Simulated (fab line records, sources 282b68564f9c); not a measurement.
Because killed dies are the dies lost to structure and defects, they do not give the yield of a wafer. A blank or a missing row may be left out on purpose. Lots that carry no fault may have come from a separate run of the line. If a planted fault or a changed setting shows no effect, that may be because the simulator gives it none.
Chamber matching    flow rit cmos    4 sister chambers for RIT_M1_STRIP_13 on wet bench-03
The step strips in nmp, time 600 s. 14 wafers are shown with their chamber, then 7 later ones without.

## WAFERS, EACH WITH ITS CHAMBER
wafer   chamber  bath guard temp C (C)
L227.1  2        80.2
L227.3  2        80.4
L227.6  2        80.7
L228.2  3        80.6
L228.5  3        80.5
L228.6  3        80.3
L230.1  1        80.7
L230.3  1        80.8
L230.6  1        81.0
L239.1  0        78.6
L239.4  0        78.9
L239.5  0        78.7
L241.3  1        80.6
L241.5  1        80.6

SIGNATURES, as means of the wafers listed above
reading            chamber 0  chamber 1  chamber 2  chamber 3  scatter within a chamber
bath guard temp C  78.733     80.740     80.433     80.467     0.182
Rule: a wafer lies at a distance from a chamber equal to the root of the sum of squares, over the readings, of (its reading less the chamber's mean, divided by the reading's scatter). The wafer belongs to the nearest chamber; if the next one is less than 2 further off, it can't be placed. The scatter is the square root of a quotient: the sum, over the shown wafers, of each reading's squared deviation from its chamber's mean, divided by wafers minus chambers.

## WAFERS WITH NO CHAMBER GIVEN
wafer   bath guard temp C (C)
L241.6  80.9
L248.1  80.3
L248.4  80.6
L248.5  80.5
L249.1  80.3
L249.3  80.2
L249.5  80.4

## WHICH CHAMBER EACH ONE RAN IN
wafer   from the rows above           in truth
L241.6  can't be placed: 1 or 3 or 2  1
L248.1  can't be placed: 2 or 3 or 1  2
L248.4  can't be placed: 3 or 1 or 2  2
L248.5  can't be placed: 3 or 2 or 1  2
L249.1  can't be placed: 2 or 3 or 1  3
L249.3  can't be placed: 2 or 3 or 1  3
L249.5  can't be placed: 2 or 3 or 1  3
0 of 7 placed correctly. Can't be placed from these rows: 7 (the true chamber is among the candidates in 7). Number placed wrongly: 0.
